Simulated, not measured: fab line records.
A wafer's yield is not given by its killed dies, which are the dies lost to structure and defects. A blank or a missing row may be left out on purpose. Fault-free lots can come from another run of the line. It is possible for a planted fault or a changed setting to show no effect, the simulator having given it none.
Struck lot and sound lot, side by side + flow berkeley-cmos170 + 29 out of 331 route steps
Sound: the wafers L110.2, L110.3, L110.5. Wafers L116.2, L116.3, L116.5 were the ones struck. Last of all comes the cause.
Order at every step that has rows: each side's tool, ch and its chambers, its first start. Under that, the readings that differ: sound wafers + struck wafers + difference of the means + sigmas: that difference in standard deviations of wafers without a fault.
alike: same words and numbers on both sides, and readings whose means sit less than 2 such deviations apart. not compared: any withheld reading, any reading some wafer has no value for, any bound like >300 that may hide the same value, and any number with overlapping values for which the record gives no deviation.
The two part at a step that has a row with sigmas, a row that says differs or no value, or rows on one side only. Numbers that don't overlap but have no deviation are shown without sigmas and don't part them. Lack of a reading on every wafer of one side parts them only where that side has two or more wafers.

first, 6 steps without rows for these wafers: UCB170_PVT_HMDS_00 (prime time 60 s); UCB170_PVT_COAT_01 (resist thk 900 nm); UCB170_PVT_SOFTBAKE_02 (time 60 s); UCB170_PVT_EXPOSE_03 (exposes mask NWELL, target cd 3000 nm); UCB170_PVT_PEB_04; UCB170_PVT_DEVELOP_05 (develop time 45 s).
UCB170_PVT_OVL_MEAS_06:
  sound: overlay-02 at day 6 05:05; struck: overlay-01 at day 7 12:45
  alike: PVT_OVL
following that, these wafers have no rows for 1 step: UCB170_PVT_IMPLANT_07.
UCB170_PVT_STRIP_08: strips in O2.
  sound on plasma-asher-03 ch 1, day 6 05:16; struck on plasma-asher-03 ch 0,1, day 7 12:56
  alike: drypump-motor-current-A, o2-flow-sccm, oes-product-au, strip-time-to-endpoint-s
  not compared: rf-hours-counter-h
UCB170_PVT_TW_MEAS_09:
  sound: film-metro-03 at day 6 05:26; struck: film-metro-02 at day 7 13:02
  alike: PVT_TW
then, 1 step without rows for these wafers: UCB170_GATE_WET_ETCH_00 (etches SiO2 in dHF, time 200 s).
UCB170_FIELD_THK_MEAS_91:
  sound: film-metro-03 at day 6 05:41; struck: film-metro-01 at day 7 13:21
  alike: FIELD_OXIDE_LEFT_2_THK
UCB170_GATE_OXIDATION_01: target thk 6.6 nm, ox time 1800 s.
  sound on furnace-04 ch 0, day 6 07:42; struck on furnace-02 ch 0, day 7 18:55
  alike: ox-temp-c-max, spike-tc-centre-C, zone-power-centre-pct
UCB170_GATE_THK_MEAS_02:
  sound: film-metro-02 at day 6 09:13; struck: film-metro-02 at day 7 20:26
| reading             | sound          | struck            | difference | sigmas |
|---------------------|----------------|-------------------|------------|--------|
| GATE_OXIDE_THK (nm) | 6.71 6.64 6.73 | 11.02 11.36 11.41 | +4.57      | +35    |
then, 2 steps without rows for these wafers: UCB170_GATE_ANNEAL_03 (time 1800 s); UCB170_GATE_CVD_04 (deposits poly-Si from SiH4, time 1440 s, target thk 214 nm).
UCB170_GATE_THK_MEAS_05:
  sound: film-metro-01 at day 6 12:19; struck: film-metro-04 at day 8 01:33
  alike: GATE_POLY_THK
then, 6 steps without rows for these wafers: UCB170_GATE_COAT_06; UCB170_GATE_COAT_07 (resist thk 900 nm); UCB170_GATE_SOFTBAKE_08 (time 60 s); UCB170_GATE_EXPOSE_09 (exposes mask POLY, target cd 350 nm); UCB170_GATE_PEB_10; UCB170_GATE_DEVELOP_11 (develop time 45 s).
UCB170_GATE_CD_MEAS_12: the cd target is 350 nm.
  sound: cd-sem-02 at day 6 13:41; struck: cd-sem-02 at day 8 02:51
| reading    | sound             | struck            | difference | sigmas |
|------------|-------------------|-------------------|------------|--------|
| cd-nm (nm) | 347.6 347.9 347.9 | 352.4 350.6 351.6 | +3.7       | +3     |
UCB170_GATE_OVL_MEAS_13:
  sound: overlay-02 at day 6 13:47; struck: overlay-02 at day 8 02:58
  alike: GATE_OVL
UCB170_GATE_ETCH_14: etches BARC in N2/H2.
  sound on rie-diel-04 ch 0,1,2, day 6 13:49; struck on rie-diel-03 ch 3, day 8 02:59
| reading                     | sound       | struck      | difference | sigmas |
|-----------------------------|-------------|-------------|------------|--------|
| drypump-motor-current-A (A) | 6.2 5.8 5.8 | 4.9 4.8 4.8 | -1.1       | -3     |
  alike: oes-product-au, throttle-valve-pct
UCB170_GATE_ETCH_15: etches poly-Si in HBr/Cl2, stops on SiO2, time 56.3 s, target depth 278.2 nm.
  sound on rie-si-01 ch 1,2,3, day 6 13:52; struck on rie-si-01 ch 0,3, day 8 03:03
| reading                                     | sound             | struck         | difference | sigmas |
|---------------------------------------------|-------------------|----------------|------------|--------|
| model.SiO2_of_GATE_OXIDATION_01.thk-nm (nm) | 6.775 6.631 6.717 | 11 11.35 11.39 | +5         |        |
  alike: drypump-motor-current-A, he-backside-leak-sccm, oes-product-au, throttle-valve-pct
  not compared: rf-hours-counter-h
UCB170_GATE_STRIP_16: strips in O2.
  sound on plasma-asher-02 ch 0,1, day 6 13:55; struck on plasma-asher-03 ch 0,1, day 8 03:06
  alike: drypump-motor-current-A, o2-flow-sccm, oes-product-au
  not compared: rf-hours-counter-h
following that, these wafers have no rows for 1 step: UCB170_M3_PROBE_99.

## WHERE THEY PART
At UCB170_GATE_THK_MEAS_02 first; at UCB170_GATE_ETCH_14 last (within this record only). Later steps at which nothing parts them and some readings are alike: UCB170_GATE_ETCH_15, UCB170_GATE_STRIP_16.

WHY: what had been put in by the simulator
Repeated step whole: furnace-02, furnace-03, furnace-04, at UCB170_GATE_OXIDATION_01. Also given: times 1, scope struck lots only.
